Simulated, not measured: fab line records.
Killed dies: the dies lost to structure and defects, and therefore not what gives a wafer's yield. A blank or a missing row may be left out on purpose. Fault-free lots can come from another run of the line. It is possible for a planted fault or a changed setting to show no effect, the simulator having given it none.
2 desks looking at one fault / flow berkeleyCmos170 / only its own numbers are on each desk; what lay behind them is given at the end

== THE METROLOGY DESK ==
What the gauges read for every lot (on any tool): the sampled wafers with a number, averaged. If a lot's mean is further than 4 standard deviations from the usual mean, the lot is out of limits and carries the mark OUT (the distance appears in the brackets).
Columns: A = PFIELD_OVL at UCB170_PFIELD_OVL_MEAS_06, usual 3 nm
lot=L669; first seen here=day 4 09:10; A=6
lot=L671; first seen here=day 4 18:32; A=1
lot=L673; first seen here=day 5 00:12; A=-7
lot=L678; first seen here=day 6 09:40; A=8
lot=L679; first seen here=day 6 22:47; A=2
lot=L680; first seen here=day 6 22:50; A=3
lot=L681; first seen here=day 6 23:22; A=3
lot=L682; first seen here=day 7 06:15; A=4
lot=L683; first seen here=day 7 06:44; A=4
lot=L685; first seen here=day 7 21:07; A=1
lot=L686; first seen here=day 8 04:28; A=6
lot=L687; first seen here=day 8 09:46; A=2
lot=L690; first seen here=day 9 07:22; A=9
lot=L689; first seen here=day 9 07:26; A=-2
lot=L691; first seen here=day 9 07:50; A=1
Result from this desk: across the 15 lots, nothing is out of limits.

== THE TOOL OWNER'S DESK: wetBench-02 ==
The tool's own readings at UCB170_M2_STRIP_08 (strips KrF in DMSO, time 600 s): means of the sampled wafers that have a number, for each lot that ran on this tool. If a lot's mean is further than 4 standard deviations from the usual mean, the lot is out of limits and carries the mark OUT (the distance appears in the brackets).
Columns: A = bathGuardTempC at UCB170_M2_STRIP_08, usual 79.9 C; B = bathHeatDutyPct at UCB170_M2_STRIP_08, usual 17.7 %
lot=L681; first seen here=day 9 23:47; A=79.7; B=20.2
This desk's finding: nothing out of limits on the one lot.

== TAKEN TOGETHER ==
Metrology desk: nothing out of limits seen.
The tool owner's desk saw nothing out of limits.

== WHAT THE SIMULATOR HAD INSERTED ==
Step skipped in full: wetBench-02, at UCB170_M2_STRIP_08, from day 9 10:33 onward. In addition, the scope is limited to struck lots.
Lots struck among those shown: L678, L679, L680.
